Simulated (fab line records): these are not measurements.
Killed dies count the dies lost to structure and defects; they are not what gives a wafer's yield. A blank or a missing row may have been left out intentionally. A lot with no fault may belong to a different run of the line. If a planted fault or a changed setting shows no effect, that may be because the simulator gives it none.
Which tool did it? + flow berkeley cmos170 + 42 wafers from 14 lots sampled at 5 of the route's 331 steps

## WHAT THE GAUGES READ, wafer by wafer
UCB170_V2_THK_MEAS_01. Usual: V2_TEOS_THK gives 2000 nm (standard deviation 34).
| lot  | measured     | on            | V2_TEOS_THK (nm) | flag |
|------|--------------|---------------|------------------|------|
| L126 | day 7 17:38  | film metro-02 | 1988 2053 2052   |      |
| L128 | day 7 17:44  | film metro-01 | 1995 2046 2032   |      |
| L129 | day 8 01:06  | film metro-03 | 2016 1986 1995   |      |
| L130 | day 8 11:39  | film metro-01 | 1975 2001 2032   |      |
| L132 | day 8 20:03  | film metro-03 | 1923 1959 1964   |      |
| L133 | day 8 20:18  | film metro-01 | 1975 1999 2031   |      |
| L139 | day 10 07:01 | film metro-03 | 2859 2887 2811   | OFF  |
| L140 | day 10 16:14 | film metro-01 | 2781 2882 2881   | OFF  |
| L142 | day 10 16:38 | film metro-01 | 1971 1978 2016   |      |
| L144 | day 11 15:15 | film metro-01 | 1943 1980 1936   |      |
| L147 | day 11 15:32 | film metro-01 | 1962 2023 2009   |      |
| L145 | day 11 15:59 | film metro-03 | 1940 2000 1952   |      |
| L148 | day 11 15:56 | film metro-02 | 1977 1962 2015   |      |
| L149 | day 12 03:44 | film metro-02 | 1991 2002 2055   |      |

UCB170_V2_THK_MEAS_04. Usual: V2_POLISHED_THK gives 999.7 nm (standard deviation 1.2).
| lot  | measured     | on            | V2_POLISHED_THK (nm) | flag |
|------|--------------|---------------|----------------------|------|
| L126 | day 7 18:07  | film metro-03 | 999.5 1000.5 996.3   |      |
| L128 | day 7 18:13  | film metro-01 | 998.2 1001.0 999.1   |      |
| L129 | day 8 01:35  | film metro-02 | 999.4 997.1 1000.1   |      |
| L130 | day 8 12:08  | film metro-03 | 998.9 1001.1 999.4   |      |
| L132 | day 8 20:32  | film metro-02 | 998.6 999.3 997.6    |      |
| L133 | day 8 20:50  | film metro-03 | 1000.6 996.2 1001.1  |      |
| L139 | day 10 07:29 | film metro-01 | 1001.4 998.1 1001.2  |      |
| L140 | day 10 16:48 | film metro-01 | 1000.3 998.9 999.1   |      |
| L142 | day 10 17:10 | film metro-01 | 1000.7 999.4 1000.8  |      |
| L144 | day 11 15:44 | film metro-03 | 1000.8 1001.2 1000.0 |      |
| L147 | day 11 16:01 | film metro-01 | 999.6 998.8 997.3    |      |
| L145 | day 11 16:28 | film metro-01 | 1000.8 1000.5 1000.8 |      |
| L148 | day 11 16:25 | film metro-02 | 998.2 1000.0 999.7   |      |
| L149 | day 12 04:13 | film metro-02 | 1002.2 1000.6 1001.8 |      |

UCB170_M3_THK_MEAS_03: measures by xrf. Usual: M3_AL_THK gives 904 nm (standard deviation 14).
| lot  | measured     | on            | M3_AL_THK (nm) | flag |
|------|--------------|---------------|----------------|------|
| L126 | day 7 20:50  | film metro-02 | 894 899 902    |      |
| L128 | day 7 21:25  | film metro-03 | 883 891 889    |      |
| L129 | day 8 03:58  | film metro-04 | 892 906 913    |      |
| L130 | day 8 14:17  | film metro-03 | 890 896 893    |      |
| L132 | day 8 23:53  | film metro-02 | 876 892 881    |      |
| L133 | day 8 23:09  | film metro-03 | 916 919 913    |      |
| L139 | day 10 09:23 | film metro-04 | 914 917 911    |      |
| L140 | day 10 19:07 | film metro-02 | 905 912 920    |      |
| L142 | day 10 19:51 | film metro-04 | 930 918 904    |      |
| L144 | day 11 18:01 | film metro-04 | 935 927 930    |      |
| L147 | day 11 18:31 | film metro-03 | 885 869 881    |      |
| L145 | day 11 18:51 | film metro-04 | 932 910 915    |      |
| L148 | day 11 18:40 | film metro-02 | 907 888 889    |      |
| L149 | day 12 09:15 | film metro-03 | 895 908 906    |      |

## WHAT TOOL EACH LOT RAN ON (gives the tool, then ch and the chambers of the sampled wafers, and finally the start)
| lot  | UCB170_V2_CVD_00                | UCB170_V2_CMP_02              |
|------|---------------------------------|-------------------------------|
| L126 | pecvd-03 ch 0,1,2, day 7 17:28  | cmp-01 ch 2,3, day 7 17:43    |
| L128 | pecvd-04 ch 0,1, day 7 17:34    | cmp-02 ch 0,1,2, day 7 17:56  |
| L129 | pecvd-03 ch 0,1,2, day 8 00:57  | cmp-01 ch 1,2, day 8 01:10    |
| L130 | pecvd-04 ch 1,2, day 8 11:30    | cmp-01 ch 1,2,3, day 8 11:49  |
| L132 | pecvd-02 ch 0,2, day 8 19:53    | cmp-02 ch 0,3, day 8 20:06    |
| L133 | pecvd-04 ch 0,1,2, day 8 20:08  | cmp-02 ch 0,1, day 8 20:24    |
| L139 | pecvd-03 ch 0,1,2, day 10 06:54 | cmp-02 ch 0,3, day 10 07:02   |
| L140 | pecvd-03 ch 0,1,2, day 10 16:04 | cmp-01 ch 1,2, day 10 16:17   |
| L142 | pecvd-02 ch 0,1, day 10 16:26   | cmp-01 ch 0,2,3, day 10 16:41 |
| L144 | pecvd-02 ch 0,2, day 11 15:04   | cmp-02 ch 0,1, day 11 15:17   |
| L147 | pecvd-04 ch 1,2, day 11 15:21   | cmp-01 ch 0,1,2, day 11 15:37 |
| L145 | pecvd-02 ch 0,2, day 11 15:45   | cmp-01 ch 0,1,2, day 11 16:12 |
| L148 | pecvd-04 ch 0,1,2, day 11 15:47 | cmp-02 ch 0,1,3, day 11 15:59 |
| L149 | pecvd-04 ch 0,2, day 12 03:34   | cmp-02 ch 0,1,3, day 12 03:47 |
- UCB170_V2_CVD_00: deposits SiO2 from TEOS/O2, target thk 2000 nm, time 250 s.
- UCB170_V2_CMP_02: polishes SiO2.

## WHAT THE TOOLS THEMSELVES READ (means of the sampled wafers that have a number; where no wafer has one, the mark that the record gives instead)
UCB170_V2_CVD_00. Usual: heater power w 221 W, standard deviation 45; rf fwd power W 548.3 W, standard deviation 1.7; run length s 277.5 s, standard deviation 0.42.
| lot  | tool     | heater power w (W) | rf fwd power W (W) | run length s (s) | flag |
|------|----------|--------------------|--------------------|------------------|------|
| L126 | pecvd-03 | 206                | 547.4              | 277.8            |      |
| L128 | pecvd-04 | 172                | 548.1              | 277.4            |      |
| L129 | pecvd-03 | 245                | 549.9              | 277.4            |      |
| L130 | pecvd-04 | 188                | 549.1              | 277.1            |      |
| L132 | pecvd-02 | 209                | 550.6              | 277.7            |      |
| L133 | pecvd-04 | 208                | 547.2              | 277.2            |      |
| L139 | pecvd-03 | 237                | 549.3              | 384.2            | OFF  |
| L140 | pecvd-03 | 213                | 548.3              | 384.3            | OFF  |
| L142 | pecvd-02 | 238                | 548.2              | 277.8            |      |
| L144 | pecvd-02 | 231                | 547.5              | 277.7            |      |
| L147 | pecvd-04 | 194                | 549.7              | 276.9            |      |
| L145 | pecvd-02 | 250                | 549.4              | 277.7            |      |
| L148 | pecvd-04 | 251                | 548.6              | 277.3            |      |
| L149 | pecvd-04 | 245                | 548.7              | 277.1            |      |

UCB170_V2_CMP_02. Usual: edge zone pressure frac 1.001, standard deviation 0.0049; motor current A 15.7 A, standard deviation 2.2.
| lot  | tool   | edge zone pressure frac | motor current A (A) | flag |
|------|--------|-------------------------|---------------------|------|
| L126 | cmp-01 | 1.002                   | 13.2                |      |
| L128 | cmp-02 | 0.997                   | 16.2                |      |
| L129 | cmp-01 | 1.002                   | 13.7                |      |
| L130 | cmp-01 | 0.999                   | 13.4                |      |
| L132 | cmp-02 | 0.997                   | 17.2                |      |
| L133 | cmp-02 | 0.999                   | 17.6                |      |
| L139 | cmp-02 | 1.003                   | 17.9                |      |
| L140 | cmp-01 | 0.999                   | 13.8                |      |
| L142 | cmp-01 | 1.002                   | 14.5                |      |
| L144 | cmp-02 | 1.004                   | 17.4                |      |
| L147 | cmp-01 | 1.004                   | 14.2                |      |
| L145 | cmp-01 | 0.998                   | 14.7                |      |
| L148 | cmp-02 | 1.005                   | 18.6                |      |
| L149 | cmp-02 | 1.004                   | 18.3                |      |

## THE ANSWER, worked out from the rows above alone
Rule: a lot counts as off when the mean over its wafers that have a number is more than 3 standard deviations away from the usual mean. Also off: a lot with no number at a reading for which 4 or more lots have one. All remaining lots with rows at the step are treated as sound. After the gauges, taken in route order, come the tools' own readings; for these a lot's mean is taken, as printed above. At the first step where some lot is off, the reading lying furthest off is the one used; lots without a number count as furthest.
Off: L139, L140, at UCB170_V2_THK_MEAS_01 (V2_TEOS_THK).
If a tool, at a process step before that reading, ran all the lots that are off and no sound lot after the first of them, it fits. Not tried: the gauges at UCB170_V2_THK_MEAS_01; whatever is off there is also off at UCB170_V2_CVD_00, on other tools, and gauge error can't account for it. One candidate fits, namely pecvd-03 at UCB170_V2_CVD_00. Its last sound lot is L129 (day 8 00:57), its first lot that is off L139 (day 10 06:54): a fault that began between those two fits.
On the lots that are off, the tool's own readings at UCB170_V2_CVD_00 differ by more than 5 times the standard deviation of the sound lots' means, which bears it out; run length s reads 384.2 s there versus 277.4 s on the sound lots.

## WHAT THE SIMULATOR HAD INSERTED
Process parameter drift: pecvd-03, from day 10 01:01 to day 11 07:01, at UCB170_V2_CVD_00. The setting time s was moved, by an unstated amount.
Struck lots among those shown: L139, L140. The rule given above showed the same thing.
